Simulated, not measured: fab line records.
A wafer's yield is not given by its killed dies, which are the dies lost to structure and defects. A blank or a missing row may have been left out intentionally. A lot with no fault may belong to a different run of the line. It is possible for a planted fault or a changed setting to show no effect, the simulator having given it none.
fab line records	flow rit-cmos
record lots=14	wafers=42	last-day=7
route steps=202 shown ACTIVE@12 M1@193
lots untouched by any fault: they come from a run of this same line in which no faults occurred
start-h: hours from the record's opening day to when the first of the lot's shown wafers began	wait-h: how many hours have passed since the lot's step before this one	" the same as in the row above	L1.1+2: a row that stands for several wafers	- no value present, or no start provided	* or withheld: withheld	< > ~ a bound
route shown NAME@n: NAME is a module with steps in the file, n the number in the route of the first one	usual: mean/standard deviation taken from wafers without a fault	same: alike in all rows	chamber/n: place in a boat	sites: each site's reading	_std_site: the values' standard deviation	_edge_site: outer sites' mean less inner sites'	radius-mm: for every site, how far away it sits from the centre of the wafer	mask NAME#n: copy n	behind: tool/chamber where the wafer was last shaped	hold: why the lot was held/for how many hours/how that ended	device: the n, p or np transistor that did not switch	end of line: tests of these same wafers at the route's end	where a step has no rows: the recipe by itself	killed: the dies lost at the first sort to structure and to defects; this is not the yield of the wafer	map: dies across one wafer; x = killed, . = not, _ = none there
set.NAME: setting as actually run; set.NAME@STEP: the setting as run at that earlier step	model.NAME: the simulator's own value behind a step, which no gauge read
route steps across a sampled set of lots; one table per step, one row per wafer
services: the hour from which a tool's chamber was out of use, counted from the record's first day as start-h (under 0 if before that day), plus the number of hours and why
## steps
# step RIT_ACTIVE_CD_MEAS_11
# recipe target-cd-nm=1400
# usual cd-nm=1399.4/2.3
lot.wafer	tool	chamber	start-h	wait-h	cd-nm
L789.2	cd-sem-01	-	20.38	-	1398.7
L789.3	"	-	"	"	1401.6
L789.6	"	-	"	"	1397.3
L790.4	cd-sem-01	-	26.08	-	1399.1
L790.5	"	-	"	"	1400.5
L790.6	"	-	"	"	1399.4
L791.3	cd-sem-01	-	29.90	-	1401.2
L791.4	"	-	"	"	1400.4
L791.6	"	-	"	"	1397.9
L792.1	cd-sem-02	-	38.10	-	1395.3
L792.4	"	-	"	"	1396.9
L792.6	"	-	"	"	1396.8
L793.4	cd-sem-02	-	48.18	-	1399.5
L793.5	"	-	"	"	1398.4
L793.6	"	-	"	"	1400.3
L794.2	cd-sem-01	-	48.38	-	1401.4
L794.4	"	-	"	"	1402.6
L794.6	"	-	"	"	1402.6
L796.1	cd-sem-02	-	55.60	-	1397.6
L796.3	"	-	"	"	1399.0
L796.4	"	-	"	"	1398.0
L795.2	cd-sem-01	-	55.86	-	1401.0
L795.3	"	-	"	"	1400.6
L795.6	"	-	"	"	1400.4
L797.1	cd-sem-02	-	63.04	-	1395.7
L797.2	"	-	"	"	1397.7
L797.5	"	-	"	"	1397.6
L801.1	cd-sem-01	-	88.38	-	1402.2
L801.5	"	-	"	"	1400.8
L801.6	"	-	"	"	1400.2
L803.3	cd-sem-02	-	91.47	-	1399.9
L803.4	"	-	"	"	1398.5
L803.5	"	-	"	"	1399.0
L804.2	cd-sem-01	-	98.65	-	1403.9
L804.3	"	-	"	"	1404.4
L804.6	"	-	"	"	1401.7
L808.4	cd-sem-02	-	120.27	-	1397.4
L808.5	"	-	"	"	1399.8
L808.6	"	-	"	"	1400.2
L811.1	cd-sem-01	-	131.49	-	1400.0
L811.2	"	-	"	"	1402.4
L811.3	"	-	"	"	1401.4
# step RIT_ACTIVE_ETCH_13
# recipe stop-on=SiO2	chemistry=SF6	target=Si3N4	time-s=210	over-etch-frac=0.4	SF6_flow_sccm=200	pressure-mtorr=260	rf-w=125	target-depth-a=2100
# usual chamber-pressure-mTorr=259.99/0.26	drypump-motor-current-A=5.9/0.44	oes-product-au=0.825/0.013	rf-fwd-power-W=124.6/0.39	throttle-valve-pct=7.50/0.12
# same over-etch-frac=0.4
lot.wafer	tool	chamber	start-h	wait-h	chamber-pressure-mTorr	drypump-motor-current-A	oes-product-au	rf-fwd-power-W	rf-hours-counter-h	throttle-valve-pct
L789.2	rie-diel-03	2	20.63	0.1	259.97	5.4	0.838	124.6	5	7.63
L789.3	"	1	"	"	259.95	5.5	0.837	124.7	145	7.52
L789.6	"	0	"	"	260.31	5.9	0.829	123.8	-	7.71
L790.4	rie-diel-04	3	26.35	0.1	260.13	5.2	0.835	124.8	-	7.30
L790.5	"	1	"	"	260.04	6.2	0.842	124.9	-	7.51
L790.6	"	0	"	"	260.14	6.6	0.809	124.3	-	7.65
L791.3	rie-diel-02	2	30.13	0.1	260.41	6.1	0.829	125.1	153	7.38
L791.4	"	3	"	"	259.97	5.8	0.799	124.8	111	7.39
L791.6	"	1	"	"	259.75	6.0	0.835	124.7	-	7.53
L792.1	rie-diel-04	1	38.37	0.1	260.48	6.2	0.851	125.7	159	7.52
L792.4	"	3	"	"	259.86	5.2	0.832	124.2	41	7.29
L792.6	"	2	"	"	260.23	5.3	0.822	124.6	-	7.38
L793.4	rie-diel-03	0	48.39	0.1	260.42	5.8	0.822	124.7	95	7.70
L793.5	"	1	"	"	260.17	5.5	0.825	125.0	-	7.54
L793.6	"	2	"	"	259.88	5.4	0.831	124.2	-	7.62
L794.2	rie-diel-02	0	48.63	0.1	259.14	5.7	0.819	124.7	144	7.49
L794.4	"	1	"	"	259.77	6.0	0.839	124.5	17	7.54
L794.6	"	1	"	"	260.28	6.0	0.840	124.6	-	7.52
L796.1	rie-diel-04	3	55.87	0.1	259.66	5.2	0.832	124.6	41	7.31
L796.3	"	1	"	"	259.33	6.2	0.836	125.3	159	7.53
L796.4	"	1	"	"	260.07	6.2	0.844	125.0	-	7.51
L795.2	rie-diel-03	0	56.11	0.1	260.38	5.9	0.829	124.7	95	7.70
L795.3	"	1	"	"	259.90	5.4	0.843	123.6	145	7.53
L795.6	"	0	"	"	259.74	5.9	0.832	124.7	-	7.70
L797.1	rie-diel-02	0	63.31	0.1	260.22	5.6	0.810	124.6	144	7.47
L797.2	"	2	"	"	260.18	6.2	0.809	124.4	153	7.38
L797.5	"	1	"	"	260.25	6.0	0.831	124.4	-	7.52
L801.1	rie-diel-02	3	88.65	0.1	260.09	5.8	0.802	124.9	112	7.40
L801.5	"	1	"	"	260.40	6.0	0.848	125.1	-	7.54
L801.6	"	2	"	"	260.08	6.2	0.820	124.1	-	7.39
L803.3	rie-diel-02	3	91.72	0.1	260.28	5.8	0.804	124.4	112	7.42
L803.4	"	1	"	"	259.88	6.0	0.829	124.5	18	7.53
L803.5	"	2	"	"	259.89	6.2	0.817	125.6	-	7.39
L804.2	rie-diel-04	2	99.35	0.1	260.28	5.3	0.831	124.3	93	7.40
L804.3	"	0	"	"	260.40	6.6	0.807	124.8	51	7.64
L804.6	"	3	"	"	260.07	5.2	0.829	124.3	-	7.29
L808.4	rie-diel-03	0	120.48	0.1	260.17	5.9	0.823	124.6	96	7.69
L808.5	"	2	"	"	259.31	5.4	0.828	124.7	-	7.62
L808.6	"	3	"	"	259.83	6.5	0.807	124.5	-	7.48
L811.1	rie-diel-03	2	131.83	0.1	259.77	5.4	0.841	124.9	7	7.62
L811.2	"	3	"	"	259.63	6.5	0.814	125.6	144	7.47
L811.3	"	0	"	"	260.11	5.9	0.835	125.4	97	7.71
# step RIT_M1_CD_MEAS_09
# recipe target-cd-nm=2600
# usual cd-nm=2600.2/2.1
lot.wafer	tool	chamber	start-h	wait-h	cd-nm
L789.2	cd-sem-02	-	79.31	-	2603.7
L789.3	"	-	"	"	2601.4
L789.6	"	-	"	"	2604.1
L791.3	cd-sem-02	-	97.51	-	2597.5
L791.4	"	-	"	"	2597.9
L791.6	"	-	"	"	2596.9
L790.4	cd-sem-01	-	97.84	-	2600.9
L790.5	"	-	"	"	2601.9
L790.6	"	-	"	"	2603.3
L794.2	cd-sem-01	-	110.08	-	2599.4
L794.4	"	-	"	"	2602.1
L794.6	"	-	"	"	2600.7
L792.1	cd-sem-02	-	110.37	-	2603.7
L792.4	"	-	"	"	2600.1
L792.6	"	-	"	"	2603.0
L795.2	cd-sem-01	-	123.96	-	2597.8
L795.3	"	-	"	"	2599.6
L795.6	"	-	"	"	2599.8
L793.4	cd-sem-02	-	124.26	-	2598.3
L793.5	"	-	"	"	2601.2
L793.6	"	-	"	"	2598.9
L796.1	cd-sem-02	-	124.32	-	2600.3
L796.3	"	-	"	"	2600.9
L796.4	"	-	"	"	2599.4
L797.1	cd-sem-01	-	124.51	-	2604.8
L797.2	"	-	"	"	2601.3
L797.5	"	-	"	"	2605.2
L801.1	cd-sem-02	-	144.91	-	2601.7
L801.5	"	-	"	"	2601.8
L801.6	"	-	"	"	2601.2
L803.3	cd-sem-02	-	148.04	-	2602.7
L803.4	"	-	"	"	2601.3
L803.5	"	-	"	"	2600.1
L804.2	cd-sem-02	-	152.09	-	2595.9
L804.3	"	-	"	"	2596.9
L804.6	"	-	"	"	2599.8
L808.4	cd-sem-02	-	164.75	-	2598.8
L808.5	"	-	"	"	2601.2
L808.6	"	-	"	"	2602.6
L811.1	cd-sem-02	-	174.85	-	2600.5
L811.2	"	-	"	"	2603.2
L811.3	"	-	"	"	2602.5
# step RIT_M1_BOW_MEAS_16
# recipe mode=bow
# usual M1_BOW=17/6.1
lot.wafer	tool	chamber	start-h	wait-h	M1_BOW[um]
L789.2	film-metro-03	-	81.85	0.0	12
L789.3	"	-	"	"	16
L789.6	"	-	"	"	21
L791.3	film-metro-03	-	100.24	0.0	21
L791.4	"	-	"	"	19
L791.6	"	-	"	"	17
L790.4	film-metro-02	-	101.76	0.1	13
L790.5	"	-	"	"	16
L790.6	"	-	"	"	-3
L794.2	film-metro-03	-	112.61	0.0	5
L794.4	"	-	"	"	19
L794.6	"	-	"	"	13
L792.1	film-metro-03	-	114.21	0.1	14
L792.4	"	-	"	"	10
L792.6	"	-	"	"	18
L795.2	film-metro-02	-	126.66	0.0	9
L795.3	"	-	"	"	21
L795.6	"	-	"	"	9
L796.1	film-metro-01	-	128.14	0.0	18
L796.3	"	-	"	"	15
L796.4	"	-	"	"	17
L793.4	film-metro-02	-	128.20	0.1	18
L793.5	"	-	"	"	21
L793.6	"	-	"	"	19
L797.1	film-metro-02	-	128.26	0.1	28
L797.2	"	-	"	"	33
L797.5	"	-	"	"	24
L801.1	film-metro-02	-	148.55	0.0	18
L801.5	"	-	"	"	14
L801.6	"	-	"	"	3
L803.3	film-metro-01	-	150.58	0.0	21
L803.4	"	-	"	"	21
L803.5	"	-	"	"	30
L804.2	film-metro-01	-	154.63	0.0	13
L804.3	"	-	"	"	11
L804.6	"	-	"	"	14
L808.4	film-metro-01	-	167.28	0.1	21
L808.5	"	-	"	"	14
L808.6	"	-	"	"	15
L811.1	film-metro-01	-	177.39	0.0	8
L811.2	"	-	"	"	19
L811.3	"	-	"	"	10
# step RIT_M1_PROBE_99
# usual killed-at-contacts=0.1/0.25	killed-at-front-end=7/3.1	killed-dies=7/3.2	killed-on-rim=1.9/1.5	killed-open=3.3/2	killed-short=3.5/2
# same gross-dies=264	killed_at_M0_to_M3=0	killed_at_M4_up=0	killed-at-back-side=0	killed-at-other=0
lot.wafer	tool	chamber	start-h	wait-h	hold	killed-at-contacts	killed-at-front-end	killed-dies	killed-on-rim	killed-open	killed-short
L789.2	prober-02	-	82.00	0.1	-	0	12	12	3	6	6
L789.3	prober-02	-	82.05	0.2	-	0	2	2	1	1	1
L789.6	prober-02	-	82.20	0.2	-	0	7	7	3	3	4
L791.3	prober-01	-	100.42	0.2	-	0	9	9	2	6	3
L791.4	prober-01	-	100.47	0.2	-	0	8	8	2	6	2
L791.6	prober-01	-	100.57	0.2	-	0	5	5	2	1	4
L790.4	prober-02	-	101.97	0.2	-	0	11	11	3	7	4
L790.5	prober-02	-	102.02	0.2	-	0	6	6	2	1	5
L790.6	prober-02	-	102.07	0.2	-	0	4	4	0	3	1
L794.2	prober-01	-	112.76	0.1	-	0	8	8	0	4	4
L794.4	prober-01	-	112.86	0.2	-	0	4	4	1	0	4
L794.6	prober-01	-	112.96	0.2	-	0	6	6	3	5	1
L792.1	prober-02	-	114.33	0.1	-	0	5	5	2	2	3
L792.4	prober-02	-	114.48	0.2	-	0	5	5	0	2	3
L792.6	prober-02	-	114.58	0.2	-	1	5	6	3	3	3
L795.2	prober-01	-	126.81	0.1	-	0	9	9	4	5	4
L795.3	prober-01	-	126.86	0.2	-	0	11	11	3	4	7
L795.6	prober-01	-	127.01	0.2	-	0	8	8	2	5	3
L796.1	prober-01	-	128.26	0.1	-	0	8	8	1	4	4
L796.3	prober-01	-	128.36	0.2	-	0	3	3	0	2	1
L796.4	prober-01	-	128.41	0.2	-	0	9	9	3	4	5
L793.4	prober-02	-	128.41	0.2	-	0	7	7	2	0	7
L793.5	prober-02	-	128.46	0.2	-	0	6	6	2	2	4
L793.6	prober-02	-	128.51	0.2	-	0	3	3	2	2	1
L797.1	prober-02	-	128.56	0.3	-	0	6	6	2	3	3
L797.2	prober-02	-	128.61	0.3	-	0	8	8	3	2	6
L797.5	prober-02	-	128.76	0.4	-	0	17	17	5	7	10
L801.1	prober-01	-	148.67	0.1	await-dispo/4.1h/release	0	10	10	2	4	6
L801.5	prober-01	-	148.87	0.2	await-dispo/4.1h/release	0	7	7	1	5	2
L801.6	prober-01	-	148.92	0.2	await-dispo/4.1h/release	0	29	29	12	1	5
L803.3	prober-02	-	150.76	0.2	await-dispo/2.1h/release	0	0	0	0	0	0
L803.4	prober-02	-	150.81	0.2	await-dispo/2.1h/release	0	9	9	2	3	6
L803.5	prober-02	-	150.86	0.2	await-dispo/2.1h/release	0	22	22	9	2	2
L804.2	prober-01	-	154.78	0.1	-	0	4	4	2	2	2
L804.3	prober-01	-	154.83	0.2	-	0	10	10	5	5	5
L804.6	prober-01	-	154.98	0.2	-	0	11	11	4	8	3
L808.4	prober-01	-	167.49	0.2	-	0	5	5	2	3	2
L808.5	prober-01	-	167.54	0.2	-	0	4	4	0	2	2
L808.6	prober-01	-	167.59	0.2	-	0	5	5	1	3	2
L811.1	prober-02	-	177.51	0.1	-	0	7	7	0	2	5
L811.2	prober-02	-	177.56	0.1	-	0	9	9	3	2	7
L811.3	prober-02	-	177.61	0.2	-	0	9	9	0	5	4
# killed by level:class
L789.2 FOX1:geometric-particle:open=3 GATE:geometric-particle:short=3 SILICIDE:geometric-particle:short=2 FOX2:geometric-particle:open=1 FOX2:geometric-particle:short=1 GATE:geometric-particle:open=1 SILICIDE:geometric-particle:open=1
L789.3 GATE:geometric-particle:open=1 REOX:geometric-particle:short=1
L789.6 REOX:geometric-particle:short=2 REOX:geometric-particle:open=2 FOX2:geometric-particle:short=1 GATE:geometric-particle:short=1 SILICIDE:geometric-particle:open=1
L791.3 FOX1:geometric-particle:open=2 REOX:geometric-particle:open=2 SPACER:geometric-particle:short=2 GATE:geometric-particle:open=1 GATE:geometric-particle:short=1 SPACER:geometric-particle:open=1
L791.4 SILICIDE:geometric-particle:open=2 FOX1:geometric-particle:open=1 FOX2:geometric-particle:open=1 GATE:geometric-particle:open=1 GATE:geometric-particle:short=1 REOX:geometric-particle:open=1 REOX:geometric-particle:short=1
L791.6 GATE:geometric-particle:short=3 SILICIDE:geometric-particle:open=1 SILICIDE:geometric-particle:short=1
L790.4 FOX1:geometric-particle:open=3 FOX2:geometric-particle:open=2 GATE:geometric-particle:open=2 FOX2:geometric-particle:short=1 GATE:geometric-particle:short=1 REOX:geometric-particle:short=1 SILICIDE:geometric-particle:short=1
L790.5 FOX1:geometric-particle:short=2 GATE:geometric-particle:short=2 REOX:geometric-particle:open=1 SILICIDE:geometric-particle:short=1
L790.6 FOX2:geometric-particle:open=1 FOX2:geometric-particle:short=1 GATE:geometric-particle:open=1 SPACER:geometric-particle:open=1
L794.2 GATE:geometric-particle:open=2 REOX:geometric-particle:short=2 FOX1:geometric-particle:short=1 REOX:geometric-particle:open=1 SPACER:geometric-particle:open=1 SILICIDE:geometric-particle:short=1
L794.4 FOX1:geometric-particle:short=1 REOX:geometric-particle:short=1 SPACER:geometric-particle:short=1 SILICIDE:geometric-particle:short=1
L794.6 FOX2:geometric-particle:open=2 SPACER:geometric-particle:open=2 GATE:geometric-particle:short=1 GATE:geometric-particle:open=1
L792.1 REOX:geometric-particle:short=3 GATE:geometric-particle:open=1 SILICIDE:geometric-particle:open=1
L792.4 FOX2:geometric-particle:short=1 FOX2:geometric-particle:open=1 GATE:geometric-particle:open=1 REOX:geometric-particle:short=1 SILICIDE:geometric-particle:short=1
L792.6 GATE:geometric-particle:short=2 FOX1:geometric-particle:short=1 GATE:geometric-particle:open=1 SILICIDE:geometric-particle:open=1 CONTACT:geometric-particle:open=1
L795.2 SILICIDE:geometric-particle:open=2 SILICIDE:geometric-particle:short=2 ACTIVE:geometric-particle:open=1 FOX1:geometric-particle:open=1 GATE:geometric-particle:open=1 GATE:geometric-particle:short=1 REOX:geometric-particle:short=1
L795.3 FOX1:geometric-particle:short=4 FOX1:geometric-particle:open=2 SPACER:geometric-particle:short=2 FOX2:geometric-particle:open=1 REOX:geometric-particle:short=1 SPACER:geometric-particle:open=1
L795.6 SILICIDE:geometric-particle:open=3 FOX1:geometric-particle:open=1 FOX1:geometric-particle:short=1 REOX:geometric-particle:open=1 REOX:geometric-particle:short=1 SILICIDE:geometric-particle:short=1
L796.1 FOX1:geometric-particle:short=2 GATE:geometric-particle:open=2 FOX1:geometric-particle:open=1 REOX:geometric-particle:short=1 REOX:geometric-particle:open=1 SILICIDE:geometric-particle:short=1
L796.3 SPACER:geometric-particle:short=1 SPACER:geometric-particle:open=1 SILICIDE:geometric-particle:open=1
L793.4 GATE:geometric-particle:short=2 SILICIDE:geometric-particle:short=2 FOX1:geometric-particle:short=1 FOX2:geometric-particle:short=1 SPACER:geometric-particle:short=1
L796.4 GATE:geometric-particle:short=3 SPACER:geometric-particle:open=2 FOX2:geometric-particle:open=1 GATE:geometric-particle:open=1 REOX:geometric-particle:short=1 SPACER:geometric-particle:short=1
L793.5 GATE:geometric-particle:open=2 SILICIDE:geometric-particle:short=2 FOX1:geometric-particle:short=1 GATE:geometric-particle:short=1
L793.6 GATE:geometric-particle:open=1 REOX:geometric-particle:short=1 REOX:geometric-particle:open=1
L797.1 GATE:geometric-particle:open=2 REOX:geometric-particle:short=2 FOX1:geometric-particle:open=1 GATE:geometric-particle:short=1
L797.2 FOX2:geometric-particle:short=2 GATE:geometric-particle:open=2 FOX1:geometric-particle:short=1 GATE:geometric-particle:short=1 REOX:geometric-particle:short=1 SILICIDE:geometric-particle:short=1
L797.5 SILICIDE:geometric-particle:short=5 GATE:geometric-particle:short=4 GATE:geometric-particle:open=4 SILICIDE:geometric-particle:open=2 FOX1:geometric-particle:short=1 FOX2:geometric-particle:open=1
L801.1 GATE:geometric-particle:short=3 GATE:geometric-particle:open=3 FOX2:geometric-particle:short=2 FOX1:geometric-particle:open=1 SILICIDE:geometric-particle:short=1
L801.5 GATE:geometric-particle:open=4 ACTIVE:geometric-particle:short=1 FOX1:geometric-particle:open=1 GATE:geometric-particle:short=1
L801.6 ACTIVE:unspecified=23 FOX1:geometric-particle:short=2 SPACER:geometric-particle:short=2 GATE:geometric-particle:short=1 GATE:geometric-particle:open=1
L803.3
L803.4 GATE:geometric-particle:short=3 FOX1:geometric-particle:open=2 SILICIDE:geometric-particle:short=2 GATE:geometric-particle:open=1 SPACER:geometric-particle:short=1
L803.5 ACTIVE:unspecified=18 GATE:geometric-particle:open=2 FOX1:geometric-particle:short=1 GATE:geometric-particle:short=1
L804.2 SPACER:geometric-particle:open=2 SPACER:geometric-particle:short=1 SILICIDE:geometric-particle:short=1
L804.3 GATE:geometric-particle:open=4 GATE:geometric-particle:short=4 REOX:geometric-particle:short=1 REOX:geometric-particle:open=1
L804.6 GATE:geometric-particle:open=4 FOX2:geometric-particle:open=2 FOX1:geometric-particle:short=1 FOX1:geometric-particle:open=1 FOX2:geometric-particle:short=1 GATE:geometric-particle:short=1 REOX:geometric-particle:open=1
L808.4 FOX1:geometric-particle:short=1 FOX1:geometric-particle:open=1 FOX2:geometric-particle:open=1 GATE:geometric-particle:short=1 GATE:geometric-particle:open=1
L808.5 FOX1:geometric-particle:open=1 FOX1:geometric-particle:short=1 GATE:geometric-particle:short=1 REOX:geometric-particle:open=1
L808.6 GATE:geometric-particle:open=2 FOX1:geometric-particle:short=1 GATE:geometric-particle:short=1 SPACER:geometric-particle:open=1
L811.1 GATE:geometric-particle:short=2 FOX1:geometric-particle:open=1 FOX2:geometric-particle:short=1 REOX:geometric-particle:short=1 SPACER:geometric-particle:short=1 SILICIDE:geometric-particle:open=1
L811.2 GATE:geometric-particle:short=4 REOX:geometric-particle:short=2 REOX:geometric-particle:open=2 FOX1:geometric-particle:short=1
L811.3 FOX1:geometric-particle:open=3 FOX1:geometric-particle:short=1 FOX2:geometric-particle:open=1 FOX2:geometric-particle:short=1 REOX:geometric-particle:short=1 SILICIDE:geometric-particle:open=1 SILICIDE:geometric-particle:short=1
## services
tool	chamber	start-h	hours	kind
rie-diel-04	3	21.02	3.7	repair
rie-diel-04	2	25.39	4.3	repair
rie-diel-04	2	46.90	12.9	repair
rie-diel-03	3	66.73	1.3	repair
rie-diel-04	2	74.04	16.5	repair
rie-diel-04	3	79.36	5.8	repair
rie-diel-04	1	96.45	-	clean
rie-diel-04	1	96.45	17.8	scheduled-down
rie-diel-04	1	96.45	17.8	vent-cycle
rie-diel-02	2	112.83	11.1	repair
rie-diel-02	2	123.92	-	clean
rie-diel-02	2	123.92	16.1	scheduled-down
rie-diel-02	2	123.92	16.1	vent-cycle
## key
first-sign step=RIT_M1_PROBE_99	reading=killed-at-front-end	direction=up	sigmas=6	usual=7	struck=26
effect step=RIT_M1_PROBE_99	reading=killed-dies	direction=up	sigmas=5.9	usual=7	struck=26
met-at RIT_ACTIVE_ETCH_13
struck-lots L801,L803
struck-wafers L801.6,L803.5
tester-left-out L801,L803
not-acting-at RIT_ACTIVE_CD_MEAS_11,RIT_M1_CD_MEAS_09,RIT_M1_BOW_MEAS_16
onset-between 63.31 88.65
fault kind=chamber-particle-source	tool=rie-diel-02	chamber=2	onset-h=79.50	steps=RIT_ACTIVE_ETCH_13	rate-per-visit-cm2=1.0966	end-h=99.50
# tester-left-out: of these lots the tester's yield and bins aren't shown, on N5 and GAA mostly nor the transistor test; their killed dies are dies lost to structure and defects alone, not to doping, threshold or leakage, so they don't give the yield
